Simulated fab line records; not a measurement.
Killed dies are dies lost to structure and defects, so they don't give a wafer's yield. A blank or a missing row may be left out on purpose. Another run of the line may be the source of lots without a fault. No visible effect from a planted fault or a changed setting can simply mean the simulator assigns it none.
What tool caused it?    flow rit cmos    7 lots, 21 wafers sampled, at 2 steps of a route of 202

== WHAT EACH GAUGE READ, for each wafer ==
RIT_PSD_OVL_MEAS_06.
lot   measured     on          PSD_OVL (nm)
L715  day 3 07:46  overlay-02  -1.2 -0.9 0.0
L718  day 3 23:06  overlay-02  -1.8 -0.8 -0.5
L720  day 4 09:41  overlay-02  1.2 2.6 1.8
L722  day 4 20:30  overlay-02  -0.1 -0.3 -1.5
L724  day 5 10:31  overlay-01  -0.5 -1.0 -1.3
L731  day 6 19:38  overlay-02  -0.6 -0.6 0.4
L734  day 7 09:44  overlay-02  130.1 130.4 131.3

== TOOL THAT RAN EACH LOT (tool first, then ch and the chambers of the sampled wafers, then the start) ==
lot   RIT_PSD_EXPOSE_03
L715  iline stepper-01 ch 0, day 3 07:22
L718  iline stepper-02 ch 0, day 3 22:42
L720  iline stepper-02 ch 0, day 4 09:17
L722  iline stepper-02 ch 0, day 4 20:07
L724  iline stepper-01 ch 0, day 5 10:08
L731  iline stepper-02 ch 0, day 6 19:16
L734  iline stepper-01 ch 0, day 7 09:20
- RIT_PSD_EXPOSE_03: exposes mask M10, target cd 40900 nm.

== THE ANSWER, worked out from the rows above alone ==
Rule: what is usual is taken from the lots themselves. Put in order of their means at a reading, lots are off if they are a third of the lots or fewer, leave a main group of 4 or more, and stand apart from it by a gap of 3 or more times the standard deviation of the main group's means; of several such gaps the widest counts. The tables above print the reading to a certain number of digits; a main group whose means all agree to those digits is not used. Also off: a lot with no number at a reading for which 4 or more lots have one. Any other lot the step has rows for is counted as sound.
Off: at RIT_PSD_OVL_MEAS_06 (PSD_OVL), L734. Main group: mean -0.3 nm, sd 0.99.
A tool fits if, at a process step before that reading, it ran every lot that is off, and no sound lot after the first of them. Those tools and the gauges at RIT_PSD_OVL_MEAS_06 are tried in the same way. Can't be told from this: 2 tools fit, iline stepper-01 at RIT_PSD_EXPOSE_03, overlay-02 at RIT_PSD_OVL_MEAS_06.

== WHAT THE SIMULATOR PUT IN ==
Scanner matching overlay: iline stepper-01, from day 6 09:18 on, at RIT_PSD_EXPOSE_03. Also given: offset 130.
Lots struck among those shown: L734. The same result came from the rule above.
